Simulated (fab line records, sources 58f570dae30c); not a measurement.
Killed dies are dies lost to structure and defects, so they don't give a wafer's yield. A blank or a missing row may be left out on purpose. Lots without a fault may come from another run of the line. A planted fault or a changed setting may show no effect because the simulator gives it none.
A struck lot beside a sound one | flow berkeley_cmos170 | 15 steps out of a route of 331
Sound: wafers L352.4, L352.5, L352.6. Struck: wafers L366.2, L366.3, L366.4. The cause comes at the end.
At each step with rows: each side's tool, then ch and its chambers, then its first start. Under that, the readings that differ: sound wafers | struck wafers | difference of the means | sigmas: that difference in standard deviations of wafers without a fault.
alike: readings whose means differ by less than 2 such deviations, and words and numbers that are the same on both sides. not compared: withheld readings, readings that some wafer has no value for, bounds like >300 that may hide the same value, and numbers for which the record gives no deviation and whose values overlap.
The two part at a step that has a row with sigmas, a row that says differs or no value, or rows on one side only. Numbers that don't overlap but have no deviation are shown without sigmas and don't part them. A reading that every wafer of one side lacks parts them only if that side has two wafers or more.

UCB170_GATE_STRIP_16: strips in O2.
  sound on plasma_asher-04 ch 0,1, day 6 18:25; struck on plasma_asher-04 ch 0,1, day 9 05:32
  alike: drypump_motor_current_A, oes_product_au
  not compared: rf_hours_counter_h
UCB170_GATE_CD_MEAS_90: target cd 350 nm.
  sound on cd_sem-02, day 6 18:33; struck on cd_sem-02, day 9 05:39
  alike: cd_nm
then, 7 steps without rows for these wafers: UCB170_GATE_CLEAN_17 (cleans in SPM, time 600 s); UCB170_PLDD_HMDS_00 (prime time 60 s); UCB170_PLDD_COAT_01 (resist thk 900 nm); UCB170_PLDD_SOFTBAKE_02 (time 60 s); UCB170_PLDD_EXPOSE_03 (exposes mask PSELECT, target cd 1200 nm); UCB170_PLDD_PEB_04; UCB170_PLDD_DEVELOP_05 (develop time 45 s).
UCB170_PLDD_CD_MEAS_06: target cd 1200 nm.
  sound on cd_sem-02, day 6 20:09; struck on cd_sem-02, day 9 07:12
  alike: cd_nm
UCB170_PLDD_OVL_MEAS_07:
  sound on overlay-02, day 6 20:14; struck on overlay-01, day 9 07:18
  alike: PLDD_OVL
then, 1 step without rows for these wafers: UCB170_PLDD_IMPLANT_08.
UCB170_PLDD_IMPLANT_09:
  sound on implanter-04 ch 0, day 6 20:28; struck on implanter-04 ch 0, day 9 07:31
  reading            | sound             | struck            | difference | sigmas
  tilt_deg (degrees) | 7.018 7.027 6.989 | 6.480 6.449 6.423 | -0.561     | -30
  alike: dose_ions_cm2
UCB170_PLDD_STRIP_10: strips in O2.
  sound on plasma_asher-02 ch 0,1, day 6 20:35; struck on plasma_asher-02 ch 0,1, day 9 07:38
  alike: drypump_motor_current_A, oes_product_au, strip_time_to_endpoint_s
  not compared: rf_hours_counter_h
UCB170_M3_PROBE_99:
  the record has rows for the sound wafers here (prober-02, day 8 07:47) and none for the struck ones

WHERE THEY PART
First at UCB170_PLDD_IMPLANT_09; last, within this record, at UCB170_M3_PROBE_99.

WHY: what the simulator had put in
Process parameter drift: implanter-04, from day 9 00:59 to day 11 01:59, at UCB170_PLDD_IMPLANT_09. Setting tilt_deg, moved by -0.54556, from 7. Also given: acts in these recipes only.
